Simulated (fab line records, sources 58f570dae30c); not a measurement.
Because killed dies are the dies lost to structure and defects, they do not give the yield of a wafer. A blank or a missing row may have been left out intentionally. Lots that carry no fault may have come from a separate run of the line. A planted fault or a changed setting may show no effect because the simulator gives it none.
Lot-split experiment :: flow berkeley-cmos170 :: 23 wafers read from 5 lots, route of 331 steps

ABOUT THE SPLIT
At UCB170_START_OXIDATION_02 (target thk 20 nm, ox time 1800 s), the setting ox-time-s was moved away from the recipe's 1800 s on 15 of the 23 wafers read, by -11.4% to +9.8%. The other wafers ran this setting at the recipe's value.

The file shows no step between the split and the reading.

THE READING
At UCB170_START_THK_MEAS_03: START_OXIDE_THK, given in nm. A value of 20.1 nm with a standard deviation of 0.53 nm is what fault-free wafers of this fab line usually give.

wafer: L077.1
tool, chamber at the split: -, -
ox-time-s as run, s: 1800
against the recipe: recipe
START_OXIDE_THK, nm: 19.9
against lot-mates on the recipe: -

wafer: L077.2
tool, chamber at the split: -, -
ox-time-s as run, s: 1800
against the recipe: recipe
START_OXIDE_THK, nm: 20.2
against lot-mates on the recipe: -

wafer: L077.3
tool, chamber at the split: -, -
ox-time-s as run, s: 1800
against the recipe: recipe
START_OXIDE_THK, nm: 20.3
against lot-mates on the recipe: -

wafer: L077.5
tool, chamber at the split: -, -
ox-time-s as run, s: 1800
against the recipe: recipe
START_OXIDE_THK, nm: 20.2
against lot-mates on the recipe: -

wafer: L077.6
tool, chamber at the split: -, -
ox-time-s as run, s: 1800
against the recipe: recipe
START_OXIDE_THK, nm: 20.1
against lot-mates on the recipe: -

wafer: L079.1
tool, chamber at the split: -, -
ox-time-s as run, s: 1606
against the recipe: -10.8%
START_OXIDE_THK, nm: 19.3
against lot-mates on the recipe: no lot-mate on the recipe

wafer: L079.2
tool, chamber at the split: -, -
ox-time-s as run, s: 1606
against the recipe: -10.8%
START_OXIDE_THK, nm: 19.3
against lot-mates on the recipe: no lot-mate on the recipe

wafer: L079.3
tool, chamber at the split: -, -
ox-time-s as run, s: 1606
against the recipe: -10.8%
START_OXIDE_THK, nm: 18.6
against lot-mates on the recipe: no lot-mate on the recipe

wafer: L079.5
tool, chamber at the split: -, -
ox-time-s as run, s: 1606
against the recipe: -10.8%
START_OXIDE_THK, nm: 19.3
against lot-mates on the recipe: no lot-mate on the recipe

wafer: L079.6
tool, chamber at the split: -, -
ox-time-s as run, s: 1606
against the recipe: -10.8%
START_OXIDE_THK, nm: 19.0
against lot-mates on the recipe: no lot-mate on the recipe

wafer: L080.1
tool, chamber at the split: -, -
ox-time-s as run, s: 1595
against the recipe: -11.4%
START_OXIDE_THK, nm: 18.5
against lot-mates on the recipe: no lot-mate on the recipe

wafer: L080.2
tool, chamber at the split: -, -
ox-time-s as run, s: 1595
against the recipe: -11.4%
START_OXIDE_THK, nm: 18.9
against lot-mates on the recipe: no lot-mate on the recipe

wafer: L080.3
tool, chamber at the split: -, -
ox-time-s as run, s: 1595
against the recipe: -11.4%
START_OXIDE_THK, nm: 18.8
against lot-mates on the recipe: no lot-mate on the recipe

wafer: L080.5
tool, chamber at the split: -, -
ox-time-s as run, s: 1595
against the recipe: -11.4%
START_OXIDE_THK, nm: 18.7
against lot-mates on the recipe: no lot-mate on the recipe

wafer: L080.6
tool, chamber at the split: -, -
ox-time-s as run, s: 1595
against the recipe: -11.4%
START_OXIDE_THK, nm: 18.8
against lot-mates on the recipe: no lot-mate on the recipe

wafer: L084.1
tool, chamber at the split: -, -
ox-time-s as run, s: 1976
against the recipe: +9.8%
START_OXIDE_THK, nm: 21.0
against lot-mates on the recipe: no lot-mate on the recipe

wafer: L084.3
tool, chamber at the split: -, -
ox-time-s as run, s: 1976
against the recipe: +9.8%
START_OXIDE_THK, nm: 20.8
against lot-mates on the recipe: no lot-mate on the recipe

wafer: L084.4
tool, chamber at the split: -, -
ox-time-s as run, s: 1976
against the recipe: +9.8%
START_OXIDE_THK, nm: 20.7
against lot-mates on the recipe: no lot-mate on the recipe

wafer: L084.5
tool, chamber at the split: -, -
ox-time-s as run, s: 1976
against the recipe: +9.8%
START_OXIDE_THK, nm: 20.8
against lot-mates on the recipe: no lot-mate on the recipe

wafer: L084.6
tool, chamber at the split: -, -
ox-time-s as run, s: 1976
against the recipe: +9.8%
START_OXIDE_THK, nm: 20.6
against lot-mates on the recipe: no lot-mate on the recipe

wafer: L085.2
tool, chamber at the split: furnace-02, 0
ox-time-s as run, s: 1800
against the recipe: recipe
START_OXIDE_THK, nm: 19.9
against lot-mates on the recipe: -

wafer: L085.5
tool, chamber at the split: furnace-02, 0
ox-time-s as run, s: 1800
against the recipe: recipe
START_OXIDE_THK, nm: 19.5
against lot-mates on the recipe: -

wafer: L085.6
tool, chamber at the split: furnace-02, 0
ox-time-s as run, s: 1800
against the recipe: recipe
START_OXIDE_THK, nm: 19.7
against lot-mates on the recipe: -

THE FIT
A straight line over all 23 wafers: START_OXIDE_THK changes by +0.0904 nm for each +1% of ox-time-s; r = +0.95; the points scatter about the line by 0.25 nm.
Too few moved wafers have a lot-mate on the recipe to fit a line with each lot's own level taken away.

THE WHOLE CHAIN: every reading that the file lists as answering this split, in the file's order
step: UCB170_START_OXIDATION_02
what it does: target thk 20 nm, ox time 1800 s
reading: SiO2_of_START_OXIDATION_02.thk-nm (the simulator's own value, which no gauge read)
change (the file's fit): +0.0926 nm for each +1% of the setting
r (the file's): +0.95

step: UCB170_START_THK_MEAS_03
what it does: 
reading: START_OXIDE_THK
change (the file's fit): +0.0913 for each +1% of the setting
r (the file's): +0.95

THE FILE'S OWN FIT
START_OXIDE_THK changes by +0.0913 nm for each +1% of ox-time-s, r = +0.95.
